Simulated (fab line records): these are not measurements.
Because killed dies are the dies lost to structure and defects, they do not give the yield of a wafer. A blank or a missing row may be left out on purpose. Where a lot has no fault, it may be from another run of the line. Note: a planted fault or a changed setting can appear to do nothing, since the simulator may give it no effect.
A lot that was struck, set against a sound lot | flow rit-cmos | 14 out of 202 route steps
Sound: these wafers, L355.3, L355.4, L355.5. Wafers struck: L362.1, L362.5, L362.6. At the end, the cause is stated.
Per side, at each step with rows, come the tool, then ch with its chambers, and then its first start. Under that, the readings that differ: sound wafers | struck wafers | difference of the means | sigmas: that difference in standard deviations of wafers without a fault.
alike: readings with means less than 2 such deviations apart, plus words and numbers identical on both sides. not compared: withheld readings, readings lacking a value on some wafer, bounds such as >300 that could conceal the same value, and numbers that have no deviation in the record and whose values overlap.
A row with sigmas, a row that says differs or no value, or rows on one side alone: a step with any of these is where the two part. When numbers do not overlap yet have no deviation, they are printed without sigmas and do not part them. A reading that every wafer of one side lacks parts them only if that side has two wafers or more.

first, 1 step without rows for these wafers: RIT_PWELL_DEVELOP_05 (develop time 68 s).
RIT_PWELL_OVL_MEAS_06:
  struck on overlay-01, day 4 05:36; sound on overlay-01, day 2 19:11
  alike: PWELL_OVL
then, 2 steps without rows for these wafers: RIT_PWELL_HARDBAKE_07 (time 120 s); RIT_PWELL_IMPLANT_08.
RIT_PWELL_STRIP_09: strips in O2, time 180 s.
  sound on plasma-asher-02 ch 0,1, day 2 19:40; struck on plasma-asher-01 ch 0,1, day 4 06:02
  alike: drypump-motor-current-A
  not compared: rf-hours-counter-h
RIT_PWELL_TW_MEAS_10:
  struck on film-metro-01, day 4 06:13; sound on film-metro-01, day 2 19:48
  alike: PWELL_TW
then, 1 step without rows for these wafers: RIT_WELLDRIVE_ANNEAL_00 (time 14700 s).
RIT_WELLDRIVE_RS_MEAS_01: uses a four-point probe to measure.
  struck on film-metro-04, day 4 11:22; sound on film-metro-01, day 3 02:53
  alike: NWELL_RS
RIT_WELLDRIVE_RS_MEAS_02: uses a four-point probe to measure.
  struck on film-metro-04, day 4 11:29; sound on film-metro-01, day 3 03:00
  alike: PWELL_RS
then, 2 steps without rows for these wafers: RIT_NRETRO_HMDS_00 (prime time 60 s); RIT_NRETRO_COAT_01 (resist thk 1300 nm).
RIT_NRETRO_SOFTBAKE_02: time 61.41 s.
  sound on litho-track-01 ch 0, day 3 03:26; struck on litho-track-01 ch 0, day 4 12:03
  alike: heater-power-total-W, plate-sensor-t-centre-C, plate-sensor-t-edge-C, resist-line-temp-C
RIT_NRETRO_EXPOSE_03: exposes mask M4, target cd 43900 nm.
  struck on iline-stepper-02, day 4 12:19; sound on iline-stepper-02 ch 0, day 3 03:41
  no value came back on the struck wafers for exposure-dose-mJ-cm2, focus-offset-nm (nm), na; on the sound wafers exposure-dose-mJ-cm2 reads 250.36 249.94 250.54
  alike: mask
after that, 1 step had no rows for these wafers: RIT_NRETRO_PEB_04.

## WHERE THEY PART
Within this record, at RIT_NRETRO_EXPOSE_03 only.

WHY: whatever the simulator had introduced
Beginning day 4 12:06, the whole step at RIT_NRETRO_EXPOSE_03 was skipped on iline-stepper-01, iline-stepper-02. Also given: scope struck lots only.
